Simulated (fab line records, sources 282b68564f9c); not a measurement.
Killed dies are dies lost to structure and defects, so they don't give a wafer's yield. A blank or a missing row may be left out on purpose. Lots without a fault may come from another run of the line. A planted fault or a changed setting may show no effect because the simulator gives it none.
Which tool did it? | flow rit_cmos | 14 lots, 42 wafers sampled, at 1 step of a route of 202

WHAT THE GAUGES READ, wafer by wafer
The record holds no reading of a measuring or inspecting step that can be judged against a usual standard deviation.

WHICH TOOL RAN EACH LOT (tool, then ch and the chambers of the sampled wafers, then the start)
lot  | RIT_ACTIVE_CLEAN_15
L431 | wet_bench-03 ch 2, day 1 16:21
L432 | wet_bench-03 ch 0, day 1 23:23
L433 | wet_bench-02 ch 0, day 2 04:41
L435 | wet_bench-02 ch 1, day 2 13:59
L436 | wet_bench-02 ch 0, day 2 17:40
L438 | wet_bench-02 ch 0, day 3 04:46
L440 | wet_bench-02 ch 1, day 3 15:29
L441 | wet_bench-01 ch 0, day 3 17:25
L446 | wet_bench-02 ch 1, day 4 18:08
L447 | wet_bench-03 ch 0, day 4 23:17
L450 | wet_bench-03 ch 0, day 5 15:13
L451 | wet_bench-02 ch 0, day 5 22:34
L453 | wet_bench-02 ch 2, day 6 05:52
L454 | wet_bench-01 ch 0, day 6 11:22
- RIT_ACTIVE_CLEAN_15: cleans in SC1, time 600 s.

WHAT THE TOOLS THEMSELVES READ (means of the sampled wafers that have a number; where no wafer has one, the mark that the record gives instead)
RIT_ACTIVE_CLEAN_15. Usual: bath_guard_temp_C 74.8 C, standard deviation 0.52; bath_heat_duty_pct 15.3 %, standard deviation 1.7.
lot  | tool         | bath_guard_temp_C (C) | bath_heat_duty_pct (%) | flag
L431 | wet_bench-03 | 74.8                  | 14.2                   |
L432 | wet_bench-03 | 74.5                  | 16.3                   |
L433 | wet_bench-02 | 75.3                  | 13.7                   |
L435 | wet_bench-02 | -                     | -                      | OFF
L436 | wet_bench-02 | -                     | -                      | OFF
L438 | wet_bench-02 | 75.4                  | 13.8                   |
L440 | wet_bench-02 | 74.3                  | 17.1                   |
L441 | wet_bench-01 | 74.9                  | 14.8                   |
L446 | wet_bench-02 | 74.1                  | 17.0                   |
L447 | wet_bench-03 | 74.6                  | 15.6                   |
L450 | wet_bench-03 | 74.8                  | 16.3                   |
L451 | wet_bench-02 | 75.3                  | 13.1                   |
L453 | wet_bench-02 | 75.0                  | 15.3                   |
L454 | wet_bench-01 | 74.9                  | 14.0                   |

THE ANSWER, worked out from the rows above alone
Rule: a lot is off if the mean of its wafers that have a number lies more than 3 standard deviations from the usual mean. A lot without any number at a reading at which 4 lots or more have one is off too. The other lots that the step has rows for count as sound. The gauges are gone through in route order, then the tools' own readings, and for those a lot's mean is taken as printed above. The first step at which some lot is off is used, and at that step the reading that is off furthest; a lot without a number counts as furthest.
Off: L435, L436, at RIT_ACTIVE_CLEAN_15 (bath_guard_temp_C). Without a number there: L435, L436.
A tool fits if, at that step or a process step before it, it ran every lot that is off, and no sound lot after the first of them. None of those tried fits.

WHAT THE SIMULATOR HAD PUT IN
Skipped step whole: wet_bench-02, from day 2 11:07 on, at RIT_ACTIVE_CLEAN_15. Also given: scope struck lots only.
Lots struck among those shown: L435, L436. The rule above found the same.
